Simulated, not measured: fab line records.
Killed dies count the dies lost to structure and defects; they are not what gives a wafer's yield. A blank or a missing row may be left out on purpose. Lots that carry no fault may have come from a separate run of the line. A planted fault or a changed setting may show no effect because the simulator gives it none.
2 desks, one fault -- flow berkeleyCmos170 -- what lay behind the numbers comes last; until then each desk has only its own

== THE METROLOGY DESK ==
Lot by lot, what the gauges showed, no matter which tool ran the lot: averages of those sampled wafers that carry a number. Any lot whose mean is over 4 standard deviations away from the usual mean is out of limits and marked OUT; that distance is given in the brackets.
Columns: A = SCREENOX_OXIDE_THK at UCB170_SCREENOX_THK_MEAS_02, usual 14.33 nm; B = cdNm at UCB170_NLDD_CD_MEAS_06, usual 1199.8 nm
lot,first seen here,A,B
L269,day 5 19:48,14.21,1197.8
L270,day 5 19:49,13.96,1200.1
L271,day 6 16:02,14.70,1198.8
L274,day 7 00:34,13.76,1198.0
L282,day 8 19:49,14.32,1194.6
L281,day 8 19:50,14.79,1194.4 (-4.2) OUT
L284,day 9 11:49,13.87,1198.1
L286,day 9 11:50,14.08,1199.3
L283,day 9 11:51,14.54,1200.3
L285,day 9 11:53,14.30,1203.0
L287,day 10 08:39,14.15,1199.9
L290,day 10 20:14,14.43,1200.2
L291,day 11 11:41,14.39,1202.9
L292,day 11 11:41,14.68,1199.7
This desk's verdict: out of limits on L281, starting with L281 at day 9 22:55 (cdNm at UCB170_NLDD_CD_MEAS_06). Within limits: L269, L270, L271, L274, L282, L284, L286, L283, L285, L287, L290, L291, L292.

== AT THE TOOL OWNER'S DESK: lithoTrack-02 ==
The tool's own readings at UCB170_NLDD_COAT_01 (resist thk 907.7 nm): means of the sampled wafers that have a number, for each lot that ran on this tool. Any lot whose mean is over 4 standard deviations away from the usual mean is out of limits and marked OUT; that distance is given in the brackets.
Columns: A = dispensePressureKPa at UCB170_NLDD_COAT_01, usual 53 kPa; B = spinSpeedRpm at UCB170_NLDD_COAT_01, usual 1499.9 rpm
lot,first seen here,A,B
L269,day 7 01:00,54,1500.6
L271,day 7 19:55,54,1500.1
L274,day 8 02:55,54,1500.0
L281,day 9 21:26,54,1168.5 (-99 or more) OUT
L282,day 9 22:06,54,1168.7 (-99 or more) OUT
This desk's verdict: out of limits on L281, L282, starting with L281 at day 9 21:26 (spinSpeedRpm at UCB170_NLDD_COAT_01). Within limits: L269, L271, L274.

== TAKEN TOGETHER ==
The tool owner's desk could have raised an alarm at day 9 21:26, on L281, L282.
L281 would have let the metrology desk raise an alarm at day 9 22:55.
The metrology desk has L282 on record, within its limits.
On lithoTrack-02, each named lot ran UCB170_NLDD_COAT_01.

== WHAT THE SIMULATOR HAD INSERTED ==
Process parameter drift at UCB170_NLDD_COAT_01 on lithoTrack-02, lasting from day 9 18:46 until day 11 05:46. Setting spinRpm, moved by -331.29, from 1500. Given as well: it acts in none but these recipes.
Shown lots that were struck: L281, L282.
Counting hours from when the fault started, the first reading out of limits came at 3 for the tool owner's desk and at 4 for the metrology desk.
